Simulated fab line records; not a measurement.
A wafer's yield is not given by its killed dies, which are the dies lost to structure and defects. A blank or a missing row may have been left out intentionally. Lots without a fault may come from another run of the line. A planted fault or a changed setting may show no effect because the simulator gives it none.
A lot that was struck, set against a sound lot -- flow ritCmos -- 43 out of 202 route steps
Sound: wafers L263.2, L263.4, L263.6. Wafers struck: L270.1, L270.4, L270.5. The cause is given at the end.
Per side, at each step with rows, come the tool, then ch with its chambers, and then its first start. Under that, the readings that differ: sound wafers -- struck wafers -- difference of the means -- sigmas: that difference in standard deviations of wafers without a fault.
alike: readings whose means differ by less than 2 such deviations, and words and numbers that are the same on both sides. not compared: withheld readings, readings that some wafer has no value for, bounds like >300 that may hide the same value, and numbers for which the record gives no deviation and whose values overlap.
Wherever a step has rows on one side only, a row that says differs or no value, or a row with sigmas, the two part there. When numbers do not overlap yet have no deviation, they are printed without sigmas and do not part them. Lack of a reading on every wafer of one side parts them only where that side has two or more wafers.

first, 3 steps without rows for these wafers: RIT_SDANNEAL_CLEAN_00 (cleans in SC1, time 600 s); RIT_SDANNEAL_CLEAN_01 (cleans in dHF, time 30 s); RIT_SDANNEAL_CLEAN_02 (cleans in SC2, time 600 s).
RIT_SDANNEAL_RTA_03: time 5 s.
  sound on rtpAnneal-01 ch 0, day 5 03:32; struck on rtpAnneal-02 ch 0, day 6 14:39
  alike: wafer_temp_C_max
RIT_SDANNEAL_RS_MEAS_04: measures by four-point-probe.
  sound on filmMetro-02, day 5 03:37; struck on filmMetro-02, day 6 14:46
  alike: PSD_RS
RIT_SDANNEAL_RS_MEAS_05: measures by four-point-probe.
  sound on filmMetro-02, day 5 03:44; struck on filmMetro-02, day 6 14:53
  alike: NSD_RS
RIT_SDANNEAL_RS_MEAS_06: measures by four-point-probe.
  sound on filmMetro-02, day 5 03:51; struck on filmMetro-02, day 6 15:00
  alike: PLDD_RS
RIT_SDANNEAL_RS_MEAS_07: measures by four-point-probe.
  sound on filmMetro-02, day 5 03:58; struck on filmMetro-02, day 6 15:07
  alike: NLDD_RS
then, 1 step without rows for these wafers: RIT_SILICIDE_WET_ETCH_00 (etches SiO2 in BOE, target depth 14 nm, time 15 s).
RIT_SILICIDE_SPUTTER_01: material Ti, target thk 30 nm, time 229.5 s.
  sound on pvdSputter-01, day 5 04:05; struck on pvdSputter-01, day 6 15:16
  alike: throttleValvePct
RIT_SILICIDE_RS_MEAS_02: measures by four-point-probe.
  sound on filmMetro-03, day 5 04:24; struck on filmMetro-01, day 6 15:25
  alike: SILICIDE_TI_RS
RIT_SILICIDE_THK_MEAS_03: measures by xrf.
  sound on filmMetro-03, day 5 04:31; struck on filmMetro-01, day 6 15:32
  alike: SILICIDE_TI_THK
RIT_SILICIDE_RTA_04: time 10 s, ramp up 5 s, ramp down 5 s.
  sound on rtpAnneal-02 ch 0, day 5 04:34; struck on rtpAnneal-01 ch 0, day 6 15:35
reading,sound,struck,difference,sigmas
wafer_temp_C_max,655.4 653.9 654.1,651.9 653.4 653.1,-1.7,-2
then, 1 step without rows for these wafers: RIT_SILICIDE_WET_ETCH_05 (etches Ti in SPM, time 120 s).
RIT_SILICIDE_RTA_06: time 10 s, ramp up 5 s, ramp down 10 s.
  sound on rtpAnneal-01 ch 0, day 5 04:41; struck on rtpAnneal-02 ch 0, day 6 15:41
  alike: wafer_temp_C_max
then, 1 step without rows for these wafers: RIT_CONTACT_CVD_00 (deposits SiO2 from TEOS, target thk 400 nm, time 61 s).
RIT_CONTACT_THK_MEAS_01:
  sound on filmMetro-01, day 5 04:47; struck on filmMetro-03, day 6 15:53
  alike: CONTACT_TEOS_THK
then, 6 steps without rows for these wafers: RIT_CONTACT_HMDS_02 (prime time 60 s); RIT_CONTACT_COAT_03 (resist thk 1000 nm); RIT_CONTACT_SOFTBAKE_04 (time 60 s); RIT_CONTACT_EXPOSE_05 (exposes mask M11, target cd 1000 nm); RIT_CONTACT_PEB_06; RIT_CONTACT_DEVELOP_07 (develop time 120 s).
RIT_CONTACT_CD_MEAS_08: target cd 1000 nm.
  sound on cdSem-02, day 5 05:58; struck on cdSem-02, day 6 17:04
  alike: cdNm
RIT_CONTACT_OVL_MEAS_09:
  sound on overlay-02, day 5 06:04; struck on overlay-02, day 6 17:11
  alike: CONTACT_OVL
then, 2 steps without rows for these wafers: RIT_CONTACT_HARDBAKE_10 (time 60 s); RIT_CONTACT_ETCH_11 (etches SiO2 in CHF3/CF4/Ar, stops on TiSi2, target depth 480 nm, time 320 s).
RIT_CONTACT_STRIP_12: strips in O2, time 180 s.
  sound on plasmaAsher-02 ch 0, day 5 06:26; struck on plasmaAsher-02 ch 0,1, day 6 17:34
  alike: drypumpMotorCurrentA
  not compared: rfHoursCounterH
RIT_CONTACT_CD_MEAS_90: target cd 1000 nm.
  sound on cdSem-01, day 5 06:38; struck on cdSem-01, day 6 17:44
  alike: cdNm
then, 2 steps without rows for these wafers: RIT_CONTACT_CLEAN_13 (cleans in SC1, time 600 s); RIT_CONTACT_CLEAN_14 (cleans in SC2, time 600 s).
RIT_M1_SPUTTER_00: material Al, target thk 400 nm, time 500 s.
  sound on pvdSputter-03, day 5 07:05; struck on pvdSputter-02, day 6 18:13
  alike: throttleValvePct
RIT_M1_RS_MEAS_01: measures by four-point-probe.
  sound on filmMetro-02, day 5 07:24; struck on filmMetro-03, day 6 18:30
  alike: M1_AL_RS
RIT_M1_THK_MEAS_02: measures by xrf.
  sound on filmMetro-02, day 5 07:31; struck on filmMetro-03, day 6 18:37
  alike: M1_AL_THK
then, 6 steps without rows for these wafers: RIT_M1_HMDS_03 (prime time 60 s); RIT_M1_COAT_04 (resist thk 1300 nm); RIT_M1_SOFTBAKE_05 (time 60 s); RIT_M1_EXPOSE_06 (exposes mask M12, target cd 2600 nm); RIT_M1_PEB_07; RIT_M1_DEVELOP_08 (develop time 68 s).
RIT_M1_CD_MEAS_09: target cd 2600 nm.
  sound on cdSem-02, day 5 08:28; struck on cdSem-02, day 6 19:34
reading,sound,struck,difference,sigmas
cdNm (nm),2598.6 2599.9 2599.9,2605.6 2605.8 2606.3,+6.4,+3
RIT_M1_OVL_MEAS_10:
  sound on overlay-01, day 5 08:34; struck on overlay-02, day 6 19:41
  alike: M1_OVL
RIT_M1_PROBE_99:
  sound on prober-02, day 5 11:08; struck on prober-01, day 6 22:14
reading,sound,struck,difference,sigmas
model.etest.contactPplus.endOhmUm,41 42.26 42.16,43.93 43.34 43.74,+1.86,
model.etest.contactNplus.endOhmUm,40.39 40.62 39.25,41.66 41.35 42.19,+1.65,
model.etest.npolyLine.rsOhmSqRimLessCentre,0.0004648 -0.2041 0.008983,-1.387 -1.587 -1.376,-1.385,
model.etest.npolyLine.rsOhmSqRange,0.3623 0.2799 0.3444,1.567 1.66 1.504,+1.248,
model.etest.npolyLine.rsOhmSq,17.78 17.47 17.71,16.58 16.89 16.79,-0.90,
model.etest.ppolyLine.rsOhmSq,17.19 16.94 17.11,15.97 16.28 16.21,-0.93,
model.etest.nplusSal.rsOhmSqRimLessCentre,0.01037 0.01595 -0.04242,-0.3994 -0.3747 -0.3512,-0.3697,
model.etest.nplusSal.rsOhmSqRange,0.06222 0.08538 0.09193,0.4271 0.3936 0.3677,+0.3163,
  alike: killedAtContacts, killedAtFrontEnd, killedDies, killedOpen, killedShort

== WHERE THEY PART ==
First at RIT_SILICIDE_RTA_04; last, within this record, at RIT_M1_CD_MEAS_09. Later steps at which nothing parts them and some readings are alike: RIT_M1_OVL_MEAS_10, RIT_M1_PROBE_99.

WHY: what the simulator had put in
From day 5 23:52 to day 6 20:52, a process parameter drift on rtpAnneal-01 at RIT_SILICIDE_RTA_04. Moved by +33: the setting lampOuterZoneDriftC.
